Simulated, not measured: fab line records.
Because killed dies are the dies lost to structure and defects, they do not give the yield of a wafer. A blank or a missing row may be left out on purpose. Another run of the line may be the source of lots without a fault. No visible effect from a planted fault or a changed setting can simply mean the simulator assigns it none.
fab line records ; flow berkeley-cmos170
[record] lots = 15; wafers = 45; last-day = 12
route steps=331 shown GATE@127
lots that met no fault: from a run of the same line without faults
start-h: the number of hours between the record's first day and the start of the first shown wafer of the lot ; wait-h: hours since the lot's step before ; " as in the row above ; L1.1+2: one row covering several wafers at once ; - no value present, or no start provided ; * or withheld: withheld ; < > ~ a bound
route shown NAME@n: a module of which the file shows steps, and the number in the route of the first ; usual: the fault-free wafers' mean and standard deviation ; same: alike in all rows ; chamber/n: place in a boat ; sites: readings site by site ; _std_site: the standard deviation of these ; _edge_site: outer sites' mean less inner sites' ; radius-mm: how far each site lies from the wafer's centre ; mask NAME#n: copy n ; behind: the tool/chamber that last shaped the wafer ; hold: why the lot was held/for how many hours/how that ended ; device: the n, p or np transistor that did not switch ; end of line: tests run on the same wafers once the route is complete ; step lacking rows: just its recipe ; killed: dies lost to structure and defects at the first sort, not the wafer's yield ; map: a wafer's dies, marking killed ones x, the rest . and places with no die _
set.NAME: the run value of the setting; set.NAME@STEP: its run value at that earlier step ; model.NAME: the simulator's own value behind a step, which no gauge read
steps of the route over a sample of lots; a table a step, a row a wafer
services: a tool's chamber out of use, with start hour (start-h, from the record's first day; less than 0 if before it), hours out, and reason
[[steps]]
[step UCB170_GATE_OXIDATION_01]
[recipe] temp-c = 850; ambient = O2; target-thk-a = 66; ox-time-s = 1800
[usual] spike-tc-centre-C = 852.3/1; spike-tc-load-C = 873.2/2.9; spike-tc-source-C = 872.9/1.6; tube-center-temp-C = 850.01/0.073; tube_center_temp_C_max = 852.2/0.37
[same] ox-time-s = 1800
lot.wafer;tool;chamber;start-h;wait-h;spike-tc-centre-C;spike-tc-load-C;spike-tc-source-C;tube-center-temp-C;tube_center_temp_C_max
L615.2;furnace-02;0;148.24;3.2;852.8;874.5;872.0;850.02;851.9
L615.4;furnace-02;0;148.24;3.2;850.8;876.4;873.1;849.99;852.4
L615.6;furnace-02;0;148.24;3.2;852.8;876.1;874.5;850.01;851.9
L616.1;furnace-02;0;148.24;3.4;851.2;875.8;873.8;849.98;852.1
L616.3;furnace-02;0;148.24;3.4;851.7;874.4;873.4;850.01;852.7
L616.6;furnace-02;0;148.24;3.4;852.3;874.9;873.7;849.88;852.6
L618.1;furnace-04;0;155.97;2.1;852.1;870.0;873.5;850;852.8
L618.2;furnace-04;0;155.97;2.1;854.1;868.0;873.6;849.94;851.8
L618.5;furnace-04;0;155.97;2.1;851.8;870.9;874.3;850.02;852.6
L619.1;furnace-04;0;155.97;2.0;851.4;871.2;872.0;849.99;851.6
L619.4;furnace-04;0;155.97;2.0;853.7;869.9;873.1;849.95;851.9
L619.5;furnace-04;0;155.97;2.0;854.5;868.8;873.6;849.98;852.0
L621.2;furnace-04;0;162.30;4.2;851.3;870.9;874.3;849.96;851.8
L621.3;furnace-04;0;162.30;4.2;854.2;869.5;872.2;850.08;852.1
L621.5;furnace-04;0;162.30;4.2;850.3;871.3;873.3;849.93;852.0
L623.1;furnace-01;0;180.21;3.8;850.6;876.2;870.6;850.02;851.7
L623.4;furnace-01;0;180.21;3.8;852.0;875.7;869.5;850.01;851.6
L623.6;furnace-01;0;180.21;3.8;849.3;877.1;868.5;849.96;851.9
L624.2;furnace-01;0;180.21;2.1;852.3;875.0;870.9;850.08;852.0
L624.5;furnace-01;0;180.21;2.1;851.5;874.4;870.4;850.06;852.5
L624.6;furnace-01;0;180.21;2.1;850.3;876.8;869.8;850.01;851.7
L626.1;furnace-04;0;195.60;4.8;853.0;870.7;873.9;850.03;852.4
L626.4;furnace-04;0;195.60;4.8;853.6;871.6;872.8;849.97;852.1
L626.6;furnace-04;0;195.60;4.8;851.7;870.3;873.7;850.04;852.6
L627.1;furnace-04;0;195.60;5.0;851.7;868.8;871.4;849.91;852.0
L627.3;furnace-04;0;195.60;5.0;853.3;870.2;872.5;850.11;852.6
L627.6;furnace-04;0;195.60;5.0;851.7;868.8;872.8;849.95;852.0
L628.1;furnace-04;0;195.60;4.3;853.7;869.2;874.3;849.9;851.6
L628.2;furnace-04;0;195.60;4.3;851.1;869.7;873.7;849.93;851.9
L628.3;furnace-04;0;195.60;4.3;854.0;869.0;873.3;849.92;852.7
L629.1;furnace-02;0;218.27;5.3;854.0;873.7;872.5;850.07;852.2
L629.3;furnace-02;0;218.27;5.3;851.9;873.9;874.5;849.97;852.2
L629.6;furnace-02;0;218.27;5.3;851.5;872.6;876.4;849.94;851.7
L630.2;furnace-02;0;218.27;4.9;852.4;876.1;874.3;849.96;852.0
L630.5;furnace-02;0;218.27;4.9;852.2;874.5;871.1;850.02;852.2
L630.6;furnace-02;0;218.27;4.9;852.0;874.9;871.6;850.07;852.3
L632.3;furnace-02;0;232.27;4.3;826.5;849.7;849.3;825.13;827.3
L632.5;furnace-02;0;232.27;4.3;826.5;849.3;848.4;825.12;828.7
L632.6;furnace-02;0;232.27;4.3;827.5;850.2;848.8;825.07;827.3
L633.3;furnace-02;0;232.27;3.8;827.6;851.1;847.6;825.17;826.9
L633.4;furnace-02;0;232.27;3.8;826.3;848.4;848.5;825.01;827.2
L633.5;furnace-02;0;232.27;3.8;826.8;849.6;848.7;825.04;828.0
L634.3;furnace-02;0;232.27;4.3;828.0;848.8;848.6;825.07;827.6
L634.5;furnace-02;0;232.27;4.3;826.9;849.8;848.8;825.04;827.0
L634.6;furnace-02;0;232.27;4.3;828.8;849.4;849.6;824.96;826.9
[step UCB170_GATE_THK_MEAS_02]
[recipe] reads = SiO2_of_GATE_OXIDATION_01
[usual] GATE_OXIDE_THK = 6.64/0.12
lot.wafer;tool;chamber;start-h;wait-h;GATE_OXIDE_THK[nm]
L616.1;film-metro-02;-;149.74;0.0;6.65
L616.3;film-metro-02;-;149.74;0.0;6.68
L616.6;film-metro-02;-;149.74;0.0;6.61
L615.2;film-metro-01;-;149.75;0.0;6.75
L615.4;film-metro-01;-;149.75;0.0;6.51
L615.6;film-metro-01;-;149.75;0.0;6.69
L618.1;film-metro-02;-;157.47;0.0;6.82
L618.2;film-metro-02;-;157.47;0.0;6.84
L618.5;film-metro-02;-;157.47;0.0;6.82
L619.1;film-metro-01;-;157.47;0.0;6.94
L619.4;film-metro-01;-;157.47;0.0;6.71
L619.5;film-metro-01;-;157.47;0.0;6.72
L621.2;film-metro-01;-;163.81;0.0;6.77
L621.3;film-metro-01;-;163.81;0.0;6.67
L621.5;film-metro-01;-;163.81;0.0;6.67
L623.1;film-metro-01;-;181.71;0.0;6.52
L623.4;film-metro-01;-;181.71;0.0;6.54
L623.6;film-metro-01;-;181.71;0.0;6.50
L624.2;film-metro-02;-;181.72;0.0;6.57
L624.5;film-metro-02;-;181.72;0.0;6.64
L624.6;film-metro-02;-;181.72;0.0;6.53
L626.1;film-metro-04;-;197.10;0.0;6.62
L626.4;film-metro-04;-;197.10;0.0;6.68
L626.6;film-metro-04;-;197.10;0.0;6.74
L627.1;film-metro-01;-;197.10;0.0;6.78
L627.3;film-metro-01;-;197.10;0.0;6.80
L627.6;film-metro-01;-;197.10;0.0;6.73
L628.1;film-metro-02;-;197.10;0.0;6.84
L628.2;film-metro-02;-;197.10;0.0;6.57
L628.3;film-metro-02;-;197.10;0.0;6.62
L629.1;film-metro-01;-;219.77;0.0;6.41
L629.3;film-metro-01;-;219.77;0.0;6.50
L629.6;film-metro-01;-;219.77;0.0;6.46
L630.2;film-metro-01;-;219.84;0.1;6.73
L630.5;film-metro-01;-;219.84;0.1;6.82
L630.6;film-metro-01;-;219.84;0.1;6.67
L632.3;film-metro-02;-;233.79;0.0;4.72
L632.5;film-metro-02;-;233.79;0.0;4.79
L632.6;film-metro-02;-;233.79;0.0;4.76
L633.3;film-metro-04;-;233.79;0.0;4.80
L633.4;film-metro-04;-;233.79;0.0;4.84
L633.5;film-metro-04;-;233.79;0.0;4.73
L634.3;film-metro-01;-;233.79;0.0;4.66
L634.5;film-metro-01;-;233.79;0.0;4.65
L634.6;film-metro-01;-;233.79;0.0;4.75
[[services]]
tool;chamber;start-h;hours;kind
furnace-02;-;153.59;3.6;pm
furnace-01;-;231.54;13.7;pm
[[key]]
[first-sign] step = UCB170_GATE_OXIDATION_01; reading = tube-center-temp-C; direction = down; sigmas = 99+; usual = *; struck = *
[effect] step = UCB170_GATE_OXIDATION_01; reading = tube_center_temp_C_max; direction = down; sigmas = 66; usual = *; struck = *
[effect] step = UCB170_GATE_THK_MEAS_02; reading = GATE_OXIDE_THK; direction = down; sigmas = 16; usual = 6.64; struck = 4.74
met-at UCB170_GATE_OXIDATION_01
struck-lots L632,L633,L634
tester-left-out L632,L633,L634
onset-between 218.27 232.27
[fault] kind = process-parameter-drift; tool = furnace-02; chamber = -; onset-h = 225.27; steps = UCB170_GATE_OXIDATION_01; channel = temp-c; offset = *; shape = step; end-h = 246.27; acts-in = *; stated = *
// tester-left-out: of these lots the tester's yield and bins aren't shown, on N5 and GAA mostly nor the transistor test; their killed dies are dies lost to structure and defects alone, not to doping, threshold or leakage, so they don't give the yield
